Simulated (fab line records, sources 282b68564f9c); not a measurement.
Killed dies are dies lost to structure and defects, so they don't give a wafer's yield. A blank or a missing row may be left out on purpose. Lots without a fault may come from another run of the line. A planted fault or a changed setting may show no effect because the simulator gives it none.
Tool commonality check | flow rit_cmos | 15 lots, 45 wafers sampled

WHY IT WAS OPENED
At RIT_SPACER_THK_MEAS_04 the reading SPACER_NITRIDE_THK is flagged on 3 of 15 lots. Wafers without a fault read 250.5 nm, standard deviation 2.1.
Rule: a lot is flagged when every wafer of it that has a number lies more than 4 standard deviations from that mean, or none has a number. The other lots count as sound.

lot  | measured    | on            | SPACER_NITRIDE_THK (nm), wafer by wafer | flag
L349 | day 3 02:01 | film_metro-02 | 252.3 250.7 252.4                       |
L350 | day 3 07:53 | film_metro-01 | 251.0 251.2 249.7                       |
L351 | day 3 10:07 | film_metro-04 | 251.3 250.7 250.7                       |
L352 | day 3 17:17 | film_metro-04 | 255.2 255.3 256.9                       |
L353 | day 3 21:37 | film_metro-02 | 253.0 252.2 251.8                       |
L354 | day 4 01:00 | film_metro-04 | 250.3 249.4 250.7                       |
L355 | day 4 04:27 | film_metro-04 | 251.3 249.0 247.7                       |
L356 | day 4 12:44 | film_metro-02 | 246.0 247.4 245.4                       |
L357 | day 4 14:46 | film_metro-02 | 248.5 249.7 250.5                       |
L358 | day 4 21:21 | film_metro-02 | 421.6 420.2 420.0                       | FLAGGED
L359 | day 5 04:50 | film_metro-02 | 249.4 249.0 248.6                       |
L360 | day 5 06:09 | film_metro-04 | 416.8 417.3 420.2                       | FLAGGED
L361 | day 5 10:23 | film_metro-02 | 420.0 420.4 419.6                       | FLAGGED
L370 | day 7 09:04 | film_metro-01 | 252.0 251.4 251.6                       |
L372 | day 7 22:02 | film_metro-02 | 249.2 248.2 249.5                       |
The numbers of the flagged lots are 419.6 nm on average: +169.1 nm against the usual, or +81 standard deviations.

WHICH TOOL RAN EACH LOT
The record holds 1 process step before the reading, out of a route of 202 steps. In each cell: the tool, then ch and the chambers that the sampled wafers went through, then the start.
lot  | flag    | RIT_SPACER_CVD_03
L349 |         | lpcvd-02 ch 0, day 2 23:08
L350 |         | lpcvd-02 ch 1, day 3 05:58
L351 |         | lpcvd-01 ch 0, day 3 08:11
L352 |         | lpcvd-02 ch 1, day 3 15:22
L353 |         | lpcvd-01 ch 0, day 3 19:42
L354 |         | lpcvd-02 ch 1, day 3 23:05
L355 |         | lpcvd-01 ch 1, day 4 02:32
L356 |         | lpcvd-02 ch 0, day 4 10:49
L357 |         | lpcvd-01 ch 0, day 4 12:49
L358 | FLAGGED | lpcvd-01 ch 1, day 4 19:24
L359 |         | lpcvd-02 ch 0, day 5 02:55
L360 | FLAGGED | lpcvd-01 ch 1, day 5 04:14
L361 | FLAGGED | lpcvd-01 ch 0, day 5 08:28
L370 |         | lpcvd-02 ch 1, day 7 07:08
L372 |         | lpcvd-02 ch 0, day 7 20:05
What these steps do:
- RIT_SPACER_CVD_03: deposits Si3N4 from SiH2Cl2/NH3, target thk 250 nm, time 3300 s.
- RIT_SPACER_THK_MEAS_04

FLAGGED OVER TOTAL, TOOL BY TOOL (the gauges that took the reading come last)
step                   | tool          | lots run | flagged | share of the flagged lots | sound lots run after its first flagged lot
RIT_SPACER_CVD_03      | lpcvd-01      | 7        | 3       | all                       | 0
RIT_SPACER_CVD_03      | lpcvd-02      | 8        | 0       | none                      | -
RIT_SPACER_THK_MEAS_04 | film_metro-01 | 2        | 0       | none                      | -
RIT_SPACER_THK_MEAS_04 | film_metro-02 | 8        | 2       | some                      | 2 (L359,L372)
RIT_SPACER_THK_MEAS_04 | film_metro-04 | 5        | 1       | some                      | 0

WHAT THE TABLE ALLOWS
1 row of the table ran every flagged lot: lpcvd-01 at RIT_SPACER_CVD_03.
- lpcvd-01 at RIT_SPACER_CVD_03: 3 of its 7 lots flagged. Its last sound lot is L357 (day 4 12:49), its first flagged lot L358 (day 4 19:24): a fault that began between those two fits. Its own readings lie more than 4 standard deviations out on every wafer of the flagged lots: spike_tc_centre_C, spike_tc_load_C, spike_tc_source_C, susceptor_temp_C.
One tool is left: lpcvd-01 at RIT_SPACER_CVD_03.

WHAT THE SIMULATOR HAD PUT IN
Process parameter drift: lpcvd-01, from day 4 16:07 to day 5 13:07, at RIT_SPACER_CVD_03. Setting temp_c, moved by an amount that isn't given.
Lots struck among those shown: L358, L360, L361. The rule above found the same.
